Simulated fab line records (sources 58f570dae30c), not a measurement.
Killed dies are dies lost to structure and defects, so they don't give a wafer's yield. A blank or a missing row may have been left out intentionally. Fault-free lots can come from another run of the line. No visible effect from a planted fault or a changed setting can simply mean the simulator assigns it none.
8D (eight disciplines) problem report, filled in by code -- flow berkeley-cmos170 -- the parts of the form that need people (team, actions taken, sign-off) are left out

1. THE ISSUE
Mean of rf-fwd-power-W at UCB170_V2_ETCH_14: 615.0 W across 6 wafers in 2 lots; on wafers with no fault it is 698.5 W (standard deviation 2.5). That puts it -33 standard deviations away from the usual mean.
The step: etches SiO2 in CHF3/CF4/Ar, stops on Al, target depth 1250 nm, time 291 s.
The first sign was on wafer L505.2 at day 10 05:17, on rie-diel-03. The record holds 42 wafers of 14 lots with a number at this step. The rule behind "out" and "out of limits": a value lying over 4 standard deviations away from the usual mean. The rest of the wafers with a number are treated as sound.

2. WHAT IT IS AND WHAT IT IS NOT
question,is,is not
which readings at this step,rf-fwd-power-W,"drypump-motor-current-A, oes-product-au, throttle-valve-pct"
which lots,"L505, L509","L498, L499, L500, L503, L512, L513, L516, L517, L518, L519, L520, L521"
which wafers of those lots,all that have a number,-
read on which tools,rie-diel-03,"rie-diel-01, rie-diel-04"
when,from day 10 05:17,"up to then (12 sound wafers); but 24 sound wafers of L512, L513, L516, L517, L518, L519, L520, L521 came after"

3. SUSPECTS, AND WHAT RULES EACH OUT
Counting: any tool at a process step up to the reading is kept as a suspect provided that every lot that is out went through it and no sound lot did after the first of them.
- rie-diel-03 at UCB170_V2_ETCH_14 (etches SiO2 in CHF3/CF4/Ar, stops on Al, target depth 1250 nm, time 291 s): ruled out as a lasting fault. After its first lot that is out, L505 (day 10 05:17), sound lots L518 ran on it.
Left after counting: nothing in the record.

4. THE CAUSE (what the simulator had put in)
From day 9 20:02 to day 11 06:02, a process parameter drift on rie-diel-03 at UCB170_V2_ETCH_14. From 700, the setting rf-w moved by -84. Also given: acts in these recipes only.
Counting ruled it out, wrongly.

5. SEQUENCE OF EFFECTS, ordered by route
Rows list readings where the struck wafers' mean (over those with a number) sits beyond 3 standard deviations from the usual. Only readings for which the record gives a usual standard deviation are gone through. hours: the time from each lot's start at the first step in this table that gives one to its start at this step, as a median over the lots. sigmas: the change in usual standard deviations.
hours,step,reading,usual,on struck wafers,change,sigmas
0,UCB170_V2_ETCH_14,rf-fwd-power-W,698.5 W,615.0,-83.5,-33
0,UCB170_V2_STRIP_15,strip-time-to-endpoint-s,15.36 s,15.72,+0.36,+4.2
Process steps it contains:
- UCB170_V2_ETCH_14: etches SiO2 in CHF3/CF4/Ar, stops on Al, target depth 1250 nm, time 291 s.
- UCB170_V2_STRIP_15: strips in O2.

6. WHAT WOULD HAVE CAUGHT IT SOONER
In this record the first reading out of limits was taken at day 10 05:17, 9 hours after the fault began at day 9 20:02.
